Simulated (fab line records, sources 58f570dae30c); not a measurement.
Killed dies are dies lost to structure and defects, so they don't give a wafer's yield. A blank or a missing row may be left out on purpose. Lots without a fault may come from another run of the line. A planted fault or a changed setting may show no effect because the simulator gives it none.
Problem report in the 8D (eight disciplines) form, filled by code | flow berkeley_cmos170 | the parts of the form that need people (team, actions taken, sign-off) are left out

1. THE PROBLEM
SILICIDE_TI_RS at UCB170_SILICIDE_RS_MEAS_02 reads a mean of 47.8 ohm/sq on 1 wafer of 1 lot; wafers without a fault read 25.9 ohm/sq with a standard deviation of 0.37. That is +59 standard deviations from the usual mean.
The step: measures by four-point-probe.
First seen on wafer L752.4, day 9 14:28, on film_metro-04. The record holds 39 wafers of 13 lots with a number at this step. Rule for "out", or "out of limits": more than 4 standard deviations from the usual mean. The other wafers with a number count as sound.

2. WHAT IT IS AND WHAT IT IS NOT
question                    | is               | is not
which readings at this step | SILICIDE_TI_RS   | -
which lots                  | L752             | L737, L739, L740, L741, L742, L744, L745, L747, L750, L756, L758, L759
which wafers of those lots  | L752.4           | L752.3, L752.6
read on which gauges        | film_metro-04    | film_metro-01, film_metro-03
when                        | from day 9 14:28 | up to then (29 sound wafers); but 9 sound wafers of L756, L758, L759 came after

3. SUSPECTS, AND WHAT RULES EACH OUT
Counting: a tool at a process step up to the reading stays a suspect if it ran every lot that is out. Sound lots after the first of them don't rule it out here, since some wafers of a struck lot are sound.
- the gauge at UCB170_SILICIDE_RS_MEAS_02: kept. All the wafers that are out were read on film_metro-04, and no step on other tools shows them out.
- pvd_sputter-04 at UCB170_SILICIDE_SPUTTER_01 (material Ti, target thk 30 nm, time 25 s): kept. It ran the lot that is out, L752 (day 9 14:23); its last sound lot up to then is L747 (day 8 06:55).
Left after counting: pvd_sputter-04 at UCB170_SILICIDE_SPUTTER_01, film_metro-04 at UCB170_SILICIDE_RS_MEAS_02.

4. THE CAUSE (what the simulator had put in)
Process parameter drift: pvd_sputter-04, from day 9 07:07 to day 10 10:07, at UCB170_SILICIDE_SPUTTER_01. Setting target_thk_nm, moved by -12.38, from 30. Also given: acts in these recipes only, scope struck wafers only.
Counting left 2 suspects, and this tool is among them.

5. THE CHAIN OF EFFECTS, in route order
Each row: a reading whose mean over the struck wafers that have a number lies more than 3 standard deviations from the usual. Only readings for which the record gives a usual standard deviation are gone through. hours: the time from each lot's start at the first step in this table that gives one to its start at this step, as a median over the lots. sigmas: the change in usual standard deviations.
hours | step                        | reading         | usual       | on struck wafers | change | sigmas
0     | UCB170_SILICIDE_RS_MEAS_02  | SILICIDE_TI_RS  | 25.9 ohm/sq | 47.8             | +21.9  | +59
0     | UCB170_SILICIDE_THK_MEAS_03 | SILICIDE_TI_THK | 30.1 nm     | 18.0             | -12.1  | -32

6. WHAT WOULD HAVE CAUGHT IT SOONER
In this record the first reading out of limits at a measuring or inspecting step was taken at day 9 14:28, 7 hours after the fault began at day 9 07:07.
Of the tool readings at UCB170_SILICIDE_SPUTTER_01 for which the record gives a usual standard deviation, none was out on any struck wafer, so an alarm limit of 4 standard deviations on them would not have fired.
All the lots that are out (1) had begun UCB170_SILICIDE_SPUTTER_01 on pvd_sputter-04 by day 9 14:28. A hold on the tool at that time would have spared none of them.
